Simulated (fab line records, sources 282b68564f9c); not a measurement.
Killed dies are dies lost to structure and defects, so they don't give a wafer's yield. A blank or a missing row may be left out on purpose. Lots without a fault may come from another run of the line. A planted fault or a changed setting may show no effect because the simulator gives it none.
A struck lot beside a sound one | flow rit_cmos | 16 steps out of a route of 202
Sound: wafers L291.1, L291.2, L291.4. Struck: wafers L304.4, L304.5, L304.6. The cause comes at the end.
At each step with rows: each side's tool, then ch and its chambers, then its first start. Under that, the readings that differ: sound wafers | struck wafers | difference of the means | sigmas: that difference in standard deviations of wafers without a fault.
alike: readings whose means differ by less than 2 such deviations, and words and numbers that are the same on both sides. not compared: withheld readings, readings that some wafer has no value for, bounds like >300 that may hide the same value, and numbers for which the record gives no deviation and whose values overlap.
The two part at a step that has a row with sigmas, a row that says differs or no value, or rows on one side only. Numbers that don't overlap but have no deviation are shown without sigmas and don't part them. A reading that every wafer of one side lacks parts them only if that side has two wafers or more.

first, 4 steps without rows for these wafers: RIT_ACTIVE_SOFTBAKE_07 (time 60 s); RIT_ACTIVE_EXPOSE_08 (exposes mask M1, target cd 1400 nm); RIT_ACTIVE_PEB_09; RIT_ACTIVE_DEVELOP_10 (develop time 50 s).
RIT_ACTIVE_CD_MEAS_11: target cd 1400 nm.
  sound on cd_sem-02, day 1 14:34; struck on cd_sem-01, day 4 09:08
  alike: cd_nm
then, 1 step without rows for these wafers: RIT_ACTIVE_HARDBAKE_12 (time 60 s).
RIT_ACTIVE_ETCH_13: etches Si3N4 in SF6, stops on SiO2, time 210 s, target depth 210 nm.
  sound on rie_diel-03 ch 0,1,3, day 1 14:53; struck on rie_diel-01 ch 0,1,3, day 4 09:21
  alike: SF6_flow_sccm, drypump_motor_current_A, oes_product_au, throttle_valve_pct
  not compared: rf_hours_counter_h
RIT_ACTIVE_STRIP_14: strips in O2, time 180 s.
  sound on plasma_asher-03 ch 0,1, day 1 15:01; struck on plasma_asher-02 ch 0,1, day 4 09:32
  alike: drypump_motor_current_A
  not compared: rf_hours_counter_h
RIT_ACTIVE_CD_MEAS_90: target cd 1400 nm.
  sound on cd_sem-01, day 1 15:11; struck on cd_sem-02, day 4 09:43
  alike: cd_nm
then, 3 steps without rows for these wafers: RIT_ACTIVE_CLEAN_15 (cleans in SC1, time 600 s); RIT_ACTIVE_CLEAN_16 (cleans in dHF, time 30 s); RIT_ACTIVE_CLEAN_17 (cleans in SC2, time 600 s).
RIT_FOX1_OXIDATION_00: target thk 350.7 nm, ox time 1130 s.
  sound on furnace-01 ch 0, day 1 18:30; struck on furnace-03 ch 0, day 4 12:16
  reading                                     | sound                | struck               | difference | sigmas
  spike_tc_centre_C (C)                       | 1104.2 1102.4 1101.1 | 1077.4 1077.8 1076.9 | -25.2      | -23
  spike_tc_load_C (C)                         | 1125 1125 1121       | 1106 1106 1106       | -18        | -5
  spike_tc_source_C (C)                       | 1126.0 1125.2 1125.1 | 1102.7 1101.7 1102.0 | -23.3      | -18
  tube_center_temp_C (C)                      | 1100 1100 1100       | 1075 1074.9 1075.2   | -25        | -99 or more
  tube_center_temp_C_max                      | 1102.2 1102.3 1102.4 | 1077.5 1077.5 1077.5 | -24.8      | -53
  model.SiO2_of_FOX1_OXIDATION_00.thk_nm (nm) | 359.8 355.9 355.5    | 309.3 307 307.3      | -49.2      |
RIT_FOX1_THK_MEAS_01:
  sound on film_metro-02, day 1 19:49; struck on film_metro-02, day 4 13:37
  reading             | sound       | struck      | difference | sigmas
  FOX1_OXIDE_THK (nm) | 360 356 355 | 310 307 307 | -49        | -6
then, 1 step without rows for these wafers: RIT_FOX1_WET_ETCH_02 (etches SiO2 in BOE, target depth 350 nm, time 390 s).
-- the record jumps here: 3 days lie between the struck wafers' starts before and after (it left off in module FOX1 and takes up again in module M1, whose first step shown is number 202 of the route) --
RIT_M1_PROBE_99:
  sound on prober-02, day 3 13:37; struck on prober-01, day 7 14:53
  reading                             | sound          | struck         | difference | sigmas
  model.etest.nplus_sal.width_nm (nm) | 3438 3441 3432 | 3512 3482 3509 | +64        |
  model.etest.pplus_sal.width_nm (nm) | 3446 3451 3452 | 3500 3487 3486 | +41        |
  model.etest.nldd.width_nm (nm)      | 3177 3184 3149 | 3245 3212 3212 | +53        |
  model.etest.pldd.width_nm (nm)      | 3175 3155 3166 | 3219 3229 3224 | +59        |
  alike: killed_at_contacts, killed_at_front_end, killed_dies, killed_open, killed_short

WHERE THEY PART
First at RIT_FOX1_OXIDATION_00; last, within this record, at RIT_FOX1_THK_MEAS_01. Later steps at which nothing parts them and some readings are alike: RIT_M1_PROBE_99.

WHY: what the simulator had put in
Process parameter drift: furnace-03, from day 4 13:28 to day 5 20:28, at RIT_FOX1_OXIDATION_00. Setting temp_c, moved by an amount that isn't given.
